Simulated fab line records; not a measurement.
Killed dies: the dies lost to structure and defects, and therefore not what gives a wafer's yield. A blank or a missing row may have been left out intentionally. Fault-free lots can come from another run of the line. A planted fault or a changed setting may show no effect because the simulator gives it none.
fab line records	flow ritCmos
record: lots: 6	wafers: 18	lastDay: 7
route steps=202 shown REOX@99 NLDD@103 PLDD@114 SPACER@125 NSD@131 M1@202
lots with no fault: from the same line, run without faults
startH: hours from the record's opening day to when the first of the lot's shown wafers began	waitH: hours since the lot's step before	" as in the row above	L1.1+2: one row covering several wafers at once	- either no value or no given start	* or withheld: withheld	< > ~ a bound
route shown NAME@n: a module of which the file shows steps, and the number in the route of the first	usual: mean/standard deviation taken from wafers without a fault	same: alike in all rows	chamber/n: place in a boat	sites: each site's reading	_std_site: the values' standard deviation	_edge_site: the outer-site mean with the inner-site mean subtracted	radiusMm: how far each site lies from the wafer's centre	mask NAME#n: copy n	behind: tool/chamber where the wafer was last shaped	hold: what put the lot on hold/how long, in hours/how the hold closed	device: transistor that didn't switch, given as n, p or np	end of line: tests run on the same wafers once the route is complete	a step with no rows: only its recipe	killed: the dies lost at the first sort to structure and to defects; this is not the yield of the wafer	map: per-die view of a wafer (x killed, . not killed, _ where there is no die)
set.NAME: the setting the step ran with; set.NAME@STEP: the setting that earlier step ran with	model.NAME: the simulator's own value behind a step, which no gauge read
a table for each step, a row for each wafer; lots at some steps of the route
services: the hour from which a tool's chamber was out of use, counted from the record's first day as startH (under 0 if before that day), plus the number of hours and why
== steps ==
step: RIT_REOX_CLEAN_01
recipe: chemistry: dHF	dilution: 50:1	timeS: 30
step: RIT_REOX_CLEAN_02
recipe: chemistry: SC2	mix: 3:3:50	timeS: 600	tempC: 75	dry: n2Spin
step: RIT_REOX_OXIDATION_03
recipe: tempC: 900	ambient: O2	targetThkA: 252	oxTimeS: 5580
step: RIT_REOX_THK_MEAS_04
recipe: reads: SiO2_of_REOX_OXIDATION_03
usual: REOX_OXIDE_THK: 25.3/0.51
lot.wafer	tool	chamber	startH	waitH	REOX_OXIDE_THK[nm]
L330.1	filmMetro-01	-	56.82	0.0	25.2
L330.4	"	-	"	"	24.9
L330.6	"	-	"	"	25.2
L340.1	filmMetro-04	-	106.25	0.0	24.7
L340.4	"	-	"	"	25.2
L340.6	"	-	"	"	25.4
L341.3	filmMetro-04	-	110.20	0.0	25.3
L341.4	"	-	"	"	25.4
L341.6	"	-	"	"	25.5
L342.1	filmMetro-01	-	116.25	0.0	25.5
L342.2	"	-	"	"	25.7
L342.6	"	-	"	"	25.5
L346.2	filmMetro-02	-	139.61	0.0	25.3
L346.3	"	-	"	"	25.4
L346.5	"	-	"	"	25.1
L347.3	filmMetro-01	-	143.55	0.0	25.5
L347.5	"	-	"	"	25.2
L347.6	"	-	"	"	25.5
step: RIT_NLDD_HMDS_00
recipe: primeTimeS: 60	primeTempC: 140
step: RIT_NLDD_COAT_01
recipe: resist: NOVOLAK	spinRpm: 3250	resistThkNm: 1000
step: RIT_NLDD_SOFTBAKE_02
recipe: resist: NOVOLAK	tempC: 89.01	timeS: 60
step: RIT_NLDD_EXPOSE_03
recipe: maskId: M7	na: 0.57	targetCdNm: 40700	doseMj: 250
step: RIT_NLDD_PEB_04
recipe: resist: NOVOLAK	tempC: withheld	timeS: withheld
step: RIT_NLDD_DEVELOP_05
recipe: resist: NOVOLAK	developTimeS: 50	devTempC: 23
step: RIT_NLDD_OVL_MEAS_06
usual: NLDD_OVL: 1.5/1.5
lot.wafer	tool	chamber	startH	waitH	NLDD_OVL[nm]
L330.1	overlay-02	-	57.73	-	2.4
L330.4	"	-	"	"	2.4
L330.6	"	-	"	"	0.3
L340.1	overlay-01	-	107.29	-	-2.3
L340.4	"	-	"	"	-0.6
L340.6	"	-	"	"	1.0
L341.3	overlay-01	-	111.15	-	2.1
L341.4	"	-	"	"	-0.2
L341.6	"	-	"	"	2.7
L342.1	overlay-01	-	117.16	-	1.1
L342.2	"	-	"	"	-0.6
L342.6	"	-	"	"	3.0
L346.2	overlay-02	-	140.64	-	2.2
L346.3	"	-	"	"	2.2
L346.5	"	-	"	"	3.9
L347.3	overlay-01	-	144.61	-	-0.1
L347.5	"	-	"	"	1.3
L347.6	"	-	"	"	0.2
step: RIT_NLDD_HARDBAKE_07
recipe: resist: NOVOLAK	tempC: 140	timeS: 60
step: RIT_NLDD_IMPLANT_08
recipe: species: P	energyKev: 20	doseCm2: 5e+14	tiltDeg: 7
usual: faradayCurrentUA: 1576/34
lot.wafer	tool	chamber	startH	waitH	faradayCurrentUA
L330.1	implanter-02	0	57.92	0.1	1598
L330.4	"	0	"	"	1610
L330.6	"	0	"	"	1548
L340.1	implanter-03	0	107.47	0.1	1600
L340.4	"	0	"	"	1583
L340.6	"	0	"	"	1496
L341.3	implanter-03	0	111.41	0.1	1525
L341.4	"	0	"	"	1587
L341.6	"	0	"	"	1617
L342.1	implanter-03	0	117.35	0.1	1519
L342.2	"	0	"	"	1501
L342.6	"	0	"	"	1518
L346.2	implanter-02	0	140.85	0.1	1587
L346.3	"	0	"	"	1564
L346.5	"	0	"	"	1563
L347.3	implanter-02	0	144.83	0.1	1544
L347.5	"	0	"	"	1595
L347.6	"	0	"	"	1579
step: RIT_NLDD_STRIP_09
recipe: chemistry: O2	timeS: 180	resist: NOVOLAK	platenTempC: withheld	powerW: 500	pressureMtorr: 4000	o2FlowSccm: 4000
usual: drypumpMotorCurrentA: 5.7/0.52
lot.wafer	tool	chamber	startH	waitH	drypumpMotorCurrentA	rfHoursCounterH
L330.1	plasmaAsher-02	0	58.07	0.1	5.2	43
L330.4	"	1	"	"	5.1	-
L330.6	"	0	"	"	5.2	-
L340.1	plasmaAsher-03	1	107.62	0.1	5.7	33
L340.4	"	1	"	"	5.7	-
L340.6	"	1	"	"	5.7	-
L341.3	plasmaAsher-02	1	111.57	0.1	5.2	-
L341.4	"	0	"	"	5.2	-
L341.6	"	0	"	"	5.2	-
L342.1	plasmaAsher-03	0	117.50	0.1	6.5	34
L342.2	"	1	"	"	5.7	34
L342.6	"	0	"	"	6.5	-
L346.2	plasmaAsher-02	1	140.97	0.1	5.2	52
L346.3	"	0	"	"	5.2	-
L346.5	"	0	"	"	5.2	-
L347.3	plasmaAsher-04	1	144.99	0.1	6.3	-
L347.5	"	1	"	"	6.3	-
L347.6	"	0	"	"	5.6	-
step: RIT_NLDD_TW_MEAS_10
usual: NLDD_TW: 2478/14
lot.wafer	tool	chamber	startH	waitH	NLDD_TW
L330.1	filmMetro-01	-	58.24	0.1	2460
L330.4	"	-	"	"	2471
L330.6	"	-	"	"	2462
L340.1	filmMetro-02	-	107.80	0.1	2486
L340.4	"	-	"	"	2498
L340.6	"	-	"	"	2479
L341.3	filmMetro-01	-	111.71	0.1	2467
L341.4	"	-	"	"	2463
L341.6	"	-	"	"	2484
L342.1	filmMetro-01	-	117.67	0.1	2470
L342.2	"	-	"	"	2480
L342.6	"	-	"	"	2462
L346.2	filmMetro-02	-	141.16	0.1	2503
L346.3	"	-	"	"	2488
L346.5	"	-	"	"	2499
L347.3	filmMetro-02	-	145.13	0.1	2483
L347.5	"	-	"	"	2501
L347.6	"	-	"	"	2500
step: RIT_PLDD_HMDS_00
recipe: primeTimeS: 60	primeTempC: 140
step: RIT_PLDD_COAT_01
recipe: resist: NOVOLAK	spinRpm: 3250	resistThkNm: 1000
step: RIT_PLDD_SOFTBAKE_02
recipe: resist: NOVOLAK	tempC: 90	timeS: 60
step: RIT_PLDD_EXPOSE_03
recipe: maskId: M8	na: 0.57	targetCdNm: 40900	doseMj: 250
step: RIT_PLDD_PEB_04
recipe: resist: NOVOLAK	tempC: withheld	timeS: withheld
step: RIT_PLDD_DEVELOP_05
recipe: resist: NOVOLAK	developTimeS: 50	devTempC: 23
step: RIT_PLDD_OVL_MEAS_06
usual: PLDD_OVL: 0.0/1.4
lot.wafer	tool	chamber	startH	waitH	PLDD_OVL[nm]
L330.1	overlay-01	-	59.15	-	1.4
L330.4	"	-	"	"	-0.2
L330.6	"	-	"	"	-0.7
L340.1	overlay-02	-	108.83	-	-1.7
L340.4	"	-	"	"	-0.8
L340.6	"	-	"	"	-1.2
L341.3	overlay-01	-	112.73	-	1.1
L341.4	"	-	"	"	2.8
L341.6	"	-	"	"	0.9
L342.1	overlay-01	-	118.58	-	2.2
L342.2	"	-	"	"	0.4
L342.6	"	-	"	"	0.9
L346.2	overlay-01	-	142.07	-	-0.3
L346.3	"	-	"	"	0.4
L346.5	"	-	"	"	0.5
L347.3	overlay-02	-	146.15	-	-1.6
L347.5	"	-	"	"	-0.1
L347.6	"	-	"	"	-0.1
step: RIT_PLDD_HARDBAKE_07
recipe: resist: NOVOLAK	tempC: 140	timeS: 60
step: RIT_PLDD_IMPLANT_08
recipe: species: BF2	energyKev: 20	doseCm2: 9.189e+14	tiltDeg: 7
step: RIT_PLDD_STRIP_09
recipe: chemistry: O2	timeS: 180	resist: NOVOLAK	platenTempC: withheld	powerW: 500	pressureMtorr: 4000	o2FlowSccm: 4000
usual: drypumpMotorCurrentA: 5.5/0.49
lot.wafer	tool	chamber	startH	waitH	drypumpMotorCurrentA	rfHoursCounterH
L330.1	plasmaAsher-03	0	59.49	0.1	6.6	27
L330.4	"	0	"	"	6.5	-
L330.6	"	0	"	"	6.5	-
L340.1	plasmaAsher-03	1	109.17	0.1	5.7	33
L340.4	"	1	"	"	5.7	-
L340.6	"	0	"	"	6.5	-
L341.3	plasmaAsher-02	1	113.11	0.1	5.1	-
L341.4	"	0	"	"	5.2	-
L341.6	"	1	"	"	5.1	-
L342.1	plasmaAsher-03	1	118.92	0.1	5.7	34
L342.2	"	0	"	"	6.6	34
L342.6	"	0	"	"	6.5	-
L346.2	plasmaAsher-02	1	142.40	0.1	5.2	52
L346.3	"	0	"	"	5.2	-
L346.5	"	0	"	"	5.2	-
L347.3	plasmaAsher-01	1	146.54	0.1	5.2	-
L347.5	"	1	"	"	5.2	-
L347.6	"	0	"	"	5.3	-
step: RIT_PLDD_TW_MEAS_10
usual: PLDD_TW: 2345/14
lot.wafer	tool	chamber	startH	waitH	PLDD_TW
L330.1	filmMetro-02	-	59.66	0.1	2353
L330.4	"	-	"	"	2362
L330.6	"	-	"	"	2357
L340.1	filmMetro-01	-	109.34	0.1	2341
L340.4	"	-	"	"	2332
L340.6	"	-	"	"	2352
L341.3	filmMetro-01	-	113.25	0.1	2340
L341.4	"	-	"	"	2338
L341.6	"	-	"	"	2337
L342.1	filmMetro-03	-	119.09	0.1	2333
L342.2	"	-	"	"	2321
L342.6	"	-	"	"	2331
L346.2	filmMetro-03	-	142.58	0.1	2328
L346.3	"	-	"	"	2329
L346.5	"	-	"	"	2320
L347.3	filmMetro-03	-	146.67	0.1	2353
L347.5	"	-	"	"	2341
L347.6	"	-	"	"	2348
step: RIT_SPACER_CLEAN_00
recipe: chemistry: SC1	mix: 3:3:50	timeS: 600	tempC: 75
step: RIT_SPACER_CLEAN_01
recipe: chemistry: dHF	dilution: 50:1	timeS: 30
step: RIT_SPACER_CLEAN_02
recipe: chemistry: SC2	mix: 3:3:50	timeS: 600	tempC: 75	dry: n2Spin
step: RIT_SPACER_CVD_03
recipe: material: Si3N4	targetThkNm: 250	tempC: 810	precursor: SiH2Cl2/NH3	timeS: 3300	pressureMtorr: 300	sih2cl2FlowSccm: 60	nh3FlowSccm: 150
step: RIT_SPACER_THK_MEAS_04
recipe: reads: Si3N4_of_SPACER_CVD_03
usual: SPACER_NITRIDE_THK: 249.1/2
lot.wafer	tool	chamber	startH	waitH	SPACER_NITRIDE_THK[nm]
L330.1	filmMetro-04	-	62.40	0.0	249.2
L330.4	"	-	"	"	250.0
L330.6	"	-	"	"	247.9
L340.1	filmMetro-03	-	113.56	0.0	246.7
L340.4	"	-	"	"	247.9
L340.6	"	-	"	"	246.2
L341.3	filmMetro-03	-	116.92	0.0	248.7
L341.4	"	-	"	"	248.8
L341.6	"	-	"	"	248.1
L342.1	filmMetro-04	-	124.42	0.0	247.5
L342.2	"	-	"	"	246.3
L342.6	"	-	"	"	249.2
L346.2	filmMetro-04	-	147.17	0.0	245.8
L346.3	"	-	"	"	246.3
L346.5	"	-	"	"	247.5
L347.3	filmMetro-04	-	150.71	0.0	249.6
L347.5	"	-	"	"	246.7
L347.6	"	-	"	"	246.5
step: RIT_SPACER_ETCHBACK_05
recipe: targetDepthA: 2500	SF6_flow_sccm: 30	CHF3_flow_sccm: 30	target: Si3N4	chemistry: SF6/CHF3	pressureMtorr: 40	rfW: 250	timeS: 240	stopOn: SiO2
usual: drypumpMotorCurrentA: 5.8/0.39	oesProductAu: 0.842/0.015	throttleValvePct: 10.24/0.13
lot.wafer	tool	chamber	startH	waitH	drypumpMotorCurrentA	oesProductAu	rfHoursCounterH	throttleValvePct
L330.1	rieDiel-01	2	62.46	0.1	5.8	0.841	29	10.37
L330.4	"	1	"	"	5.9	0.866	97	10.23
L330.6	"	0	"	"	5.8	0.830	-	10.02
L340.1	rieDiel-03	3	113.62	0.1	5.9	0.850	2	10.16
L340.4	"	2	"	"	5.9	0.849	60	10.41
L340.6	"	3	"	"	5.9	0.854	-	10.16
L341.3	rieDiel-03	3	116.96	0.0	5.9	0.851	2	10.17
L341.4	"	0	"	"	5.8	0.831	32	10.00
L341.6	"	2	"	"	5.9	0.846	-	10.40
L342.1	rieDiel-04	1	124.48	0.1	5.5	0.806	119	10.22
L342.2	"	3	"	"	5.4	0.821	26	10.24
L342.6	"	2	"	"	6.6	0.834	-	10.24
L346.2	rieDiel-01	0	147.22	0.0	5.8	0.804	108	10.01
L346.3	"	2	"	"	5.8	0.838	30	10.38
L346.5	"	2	"	"	5.8	0.835	-	10.37
L347.3	rieDiel-04	3	150.75	0.0	5.4	0.836	26	10.26
L347.5	"	1	"	"	5.5	0.818	-	10.23
L347.6	"	2	"	"	6.6	0.834	-	10.22
step: RIT_NSD_HMDS_00
recipe: primeTimeS: 60	primeTempC: 140
step: RIT_NSD_COAT_01
recipe: resist: NOVOLAK	spinRpm: 3250	resistThkNm: 1000
step: RIT_NSD_SOFTBAKE_02
recipe: resist: NOVOLAK	tempC: 90	timeS: 60
step: RIT_NSD_EXPOSE_03
recipe: maskId: M9	na: 0.57	targetCdNm: 40700	doseMj: 250
step: RIT_NSD_PEB_04
recipe: resist: NOVOLAK	tempC: withheld	timeS: withheld
step: RIT_NSD_DEVELOP_05
recipe: resist: NOVOLAK	developTimeS: 50	devTempC: 23
step: RIT_NSD_OVL_MEAS_06
usual: NSD_OVL: -0.7/1.2
lot.wafer	tool	chamber	startH	waitH	NSD_OVL[nm]
L330.1	overlay-01	-	63.46	-	-1.4
L330.4	"	-	"	"	-1.2
L330.6	"	-	"	"	-1.5
L340.1	overlay-02	-	114.62	-	-0.2
L340.4	"	-	"	"	-0.9
L340.6	"	-	"	"	-2.2
L341.3	overlay-01	-	117.97	-	1.2
L341.4	"	-	"	"	0.5
L341.6	"	-	"	"	0.7
L342.1	overlay-02	-	125.61	-	-2.7
L342.2	"	-	"	"	-1.2
L342.6	"	-	"	"	-2.2
L346.2	overlay-02	-	148.35	-	-0.8
L346.3	"	-	"	"	-0.5
L346.5	"	-	"	"	-2.1
L347.3	overlay-02	-	151.76	-	-1.8
L347.5	"	-	"	"	-0.4
L347.6	"	-	"	"	-2.4
step: RIT_NSD_HARDBAKE_07
recipe: resist: NOVOLAK	tempC: 140	timeS: 60
step: RIT_NSD_IMPLANT_08
recipe: species: P	energyKev: 25	doseCm2: 1e+15	tiltDeg: 7
step: RIT_NSD_STRIP_09
recipe: chemistry: O2	timeS: 180	resist: NOVOLAK	platenTempC: withheld	powerW: 500	pressureMtorr: 4000	o2FlowSccm: 4000
usual: drypumpMotorCurrentA: 5.30/0.27
lot.wafer	tool	chamber	startH	waitH	drypumpMotorCurrentA	rfHoursCounterH
L330.1	plasmaAsher-01	0	63.80	0.1	5.27	37
L330.4	"	1	"	"	5.19	-
L330.6	"	1	"	"	5.21	-
L340.1	plasmaAsher-02	1	114.96	0.1	5.18	49
L340.4	"	0	"	"	5.22	-
L340.6	"	0	"	"	5.21	-
L341.3	plasmaAsher-01	1	118.35	0.1	5.19	-
L341.4	"	0	"	"	5.29	-
L341.6	"	0	"	"	5.30	-
L342.1	plasmaAsher-04	1	125.94	0.1	6.28	50
L342.2	"	0	"	"	5.54	50
L342.6	"	0	"	"	5.53	-
L346.2	plasmaAsher-02	0	148.68	0.1	5.20	53
L346.3	"	1	"	"	5.16	-
L346.5	"	0	"	"	5.21	-
L347.3	plasmaAsher-02	1	152.14	0.1	5.18	-
L347.5	"	1	"	"	5.16	-
L347.6	"	0	"	"	5.21	-
step: RIT_M1_PROBE_99
usual: killedAtContacts: 0.1/0.31	killedAtFrontEnd: 6.3/3	killedDies: 6.4/3	killedOpen: 3/1.9	killedShort: 3.4/1.9
same: grossDies: 264	killed_at_M0_to_M3: 0	killed_at_M4_up: 0	killedAtBackSide: 0	killedAtOther: 0
lot.wafer	tool	chamber	startH	waitH	killedAtContacts	killedAtFrontEnd	killedDies	killedOpen	killedShort	model.etest.nldd.rsOhmSqRimLessCentre	model.etest.nldd.rsOhmSqRange	model.etest.nmos_0p15.gateBvV	model.etest.nmos_0p15.bvV	model.etest.nmos_0p3.bvV	model.etest.antennaPoly.vtShiftV
L330.1	prober-02	-	73.55	0.1	0	7	7	5	2	-8.081	14.46	4.746	5.468	5.468	-0.005657
L330.4	prober-02	-	73.70	0.2	0	13	13	9	4	-3.093	11.71	4.745	5.477	5.477	-0.009355
L330.6	prober-02	-	73.80	0.2	0	1	1	0	1	-4.668	13.96	4.799	5.502	5.502	-0.01145
L340.1	prober-02	-	124.87	0.1	0	3	3	1	2	0.3043	10.68	4.857	5.46	5.46	-0.003016
L340.4	prober-02	-	125.02	0.2	0	5	5	1	4	-3.976	7.963	4.837	5.458	5.458	-0.009986
L340.6	prober-02	-	125.12	0.2	0	7	7	1	6	3.8	8.556	4.88	5.458	5.458	-0.008821
L341.3	prober-01	-	127.98	0.2	0	2	2	1	1	-16.33	20.41	4.76	5.428	5.428	-0.01289
L341.4	prober-01	-	128.03	0.2	0	5	5	3	2	-17.41	21.91	4.69	5.403	5.403	-0.01065
L341.6	prober-01	-	128.13	0.2	0	6	6	3	3	-15.75	18.18	4.782	5.469	5.469	-0.01388
L342.1	prober-02	-	135.53	0.1	0	5	5	3	2	-14.34	16.05	4.702	5.409	5.409	-0.007445
L342.2	prober-02	-	135.58	0.1	0	8	8	7	1	-16.67	22.93	4.644	5.403	5.403	-0.0126
L342.6	prober-02	-	135.78	0.2	0	10	10	6	4	-18.03	20.79	4.715	5.421	5.421	-0.00999
L346.2	prober-02	-	159.64	0.1	0	10	10	3	7	6.209	10.12	4.889	5.517	5.517	-0.001001
L346.3	prober-02	-	159.69	0.2	0	6	6	4	2	-2.389	4.254	4.807	5.494	5.494	-0.01003
L346.5	prober-02	-	159.79	0.2	0	0	0	0	0	1.939	11.22	4.827	5.514	5.514	-0.007071
L347.3	prober-01	-	162.02	0.2	0	7	7	4	3	-2.022	9.689	4.745	5.428	5.428	-0.004377
L347.5	prober-01	-	162.12	0.2	0	7	7	5	2	-4.204	12.48	4.755	5.465	5.465	-0.01031
L347.6	prober-01	-	162.17	0.2	1	4	5	1	4	-5.472	11.44	4.754	5.453	5.453	-0.006929
killed by level:class
L330.1 REOX:geometricParticle:open=3 GATE:geometricParticle:open=2 GATE:geometricParticle:short=1 REOX:geometricParticle:short=1
L330.4 FOX1:geometricParticle:open=2 GATE:geometricParticle:open=2 GATE:geometricParticle:short=2 REOX:geometricParticle:open=2 SPACER:geometricParticle:open=2 REOX:geometricParticle:short=1 SILICIDE:geometricParticle:open=1 SILICIDE:geometricParticle:short=1
L330.6 FOX2:geometricParticle:short=1
L340.1 FOX2:geometricParticle:open=1 GATE:geometricParticle:short=1 SILICIDE:geometricParticle:short=1
L340.4 FOX2:geometricParticle:short=1 GATE:geometricParticle:open=1 GATE:geometricParticle:short=1 REOX:geometricParticle:short=1 SILICIDE:geometricParticle:short=1
L340.6 GATE:geometricParticle:short=2 FOX1:geometricParticle:short=1 REOX:geometricParticle:short=1 SPACER:geometricParticle:short=1 SILICIDE:geometricParticle:open=1 SILICIDE:geometricParticle:short=1
L341.3 REOX:geometricParticle:short=1 REOX:geometricParticle:open=1
L341.4 FOX1:geometricParticle:open=2 FOX1:geometricParticle:short=1 GATE:geometricParticle:short=1 SPACER:geometricParticle:open=1
L341.6 SPACER:geometricParticle:open=2 SPACER:geometricParticle:short=2 GATE:geometricParticle:short=1 REOX:geometricParticle:open=1
L342.1 SPACER:geometricParticle:open=2 GATE:geometricParticle:short=1 REOX:geometricParticle:open=1 SPACER:geometricParticle:short=1
L342.2 GATE:geometricParticle:open=4 REOX:geometricParticle:open=2 ACTIVE:geometricParticle:open=1 GATE:geometricParticle:short=1
L342.6 SPACER:geometricParticle:short=3 GATE:geometricParticle:open=2 SPACER:geometricParticle:open=2 FOX2:geometricParticle:open=1 REOX:geometricParticle:open=1 SILICIDE:geometricParticle:short=1
L346.2 GATE:geometricParticle:short=5 FOX1:geometricParticle:open=1 FOX2:geometricParticle:short=1 FOX2:geometricParticle:open=1 GATE:geometricParticle:open=1 SILICIDE:geometricParticle:short=1
L346.3 GATE:geometricParticle:open=2 SILICIDE:geometricParticle:open=2 FOX1:geometricParticle:short=1 SILICIDE:geometricParticle:short=1
L347.3 GATE:geometricParticle:open=1 GATE:geometricParticle:short=1 REOX:geometricParticle:open=1 REOX:geometricParticle:short=1 SPACER:geometricParticle:short=1 SPACER:geometricParticle:open=1 SILICIDE:geometricParticle:open=1
L347.5 FOX1:geometricParticle:open=2 FOX1:geometricParticle:short=1 GATE:geometricParticle:open=1 REOX:geometricParticle:open=1 SPACER:geometricParticle:open=1 SILICIDE:geometricParticle:short=1
L347.6 SPACER:geometricParticle:short=2 ACTIVE:geometricParticle:short=1 GATE:geometricParticle:open=1 CONTACT:geometricParticle:short=1
== services ==
tool	chamber	startH	hours	kind
rieDiel-04	0	48.14	1.9	repair
plasmaAsher-04	-	57.82	14.6	pm
plasmaAsher-04	-	74.78	2.2	repair
plasmaAsher-02	-	77.73	3.1	repair
rieDiel-01	2	82.59	5.1	repair
rieDiel-04	0	85.20	5.6	repair
implanter-02	-	89.52	1.8	repair
implanter-03	-	97.79	1.2	repair
plasmaAsher-01	-	98.54	2.8	pm
rieDiel-04	0	104.63	-	clean
rieDiel-04	0	104.63	23.6	scheduledDown
rieDiel-04	0	104.63	23.6	ventCycle
plasmaAsher-01	-	108.75	9.0	pm
plasmaAsher-01	0	108.75	9.5	ventCycle
plasmaAsher-01	1	108.75	9.5	ventCycle
plasmaAsher-01	-	109.09	9.1	repair
plasmaAsher-04	-	114.19	2.8	repair
rieDiel-04	1	115.23	7.2	repair
plasmaAsher-01	0	117.75	-	clean
plasmaAsher-01	1	117.75	-	clean
rieDiel-03	1	118.47	9.9	repair
rieDiel-03	0	125.87	4.4	repair
plasmaAsher-04	-	129.31	4.3	pm
implanter-02	-	133.10	3.3	repair
== key ==
firstSign none at tools or gauges
modelEffect: step: RIT_M1_PROBE_99	value: etest.nldd.rsOhmSqRimLessCentre	without: -2.76	struck: -16.42
metAt RIT_NLDD_IMPLANT_08
struckWafers L341.3,L341.4,L341.6,L342.1,L342.2,L342.6
testerLeftOut L341,L342
onsetBetween 107.47 111.41
fault: kind: processParameterDrift	tool: implanter-03	chamber: -	onsetH: 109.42	steps: RIT_NLDD_IMPLANT_08	channel: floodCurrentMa	offset: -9	shape: step	endH: 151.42
testerLeftOut: of these lots the tester's yield and bins aren't shown, on N5 and GAA mostly nor the transistor test; their killed dies are dies lost to structure and defects alone, not to doping, threshold or leakage, so they don't give the yield
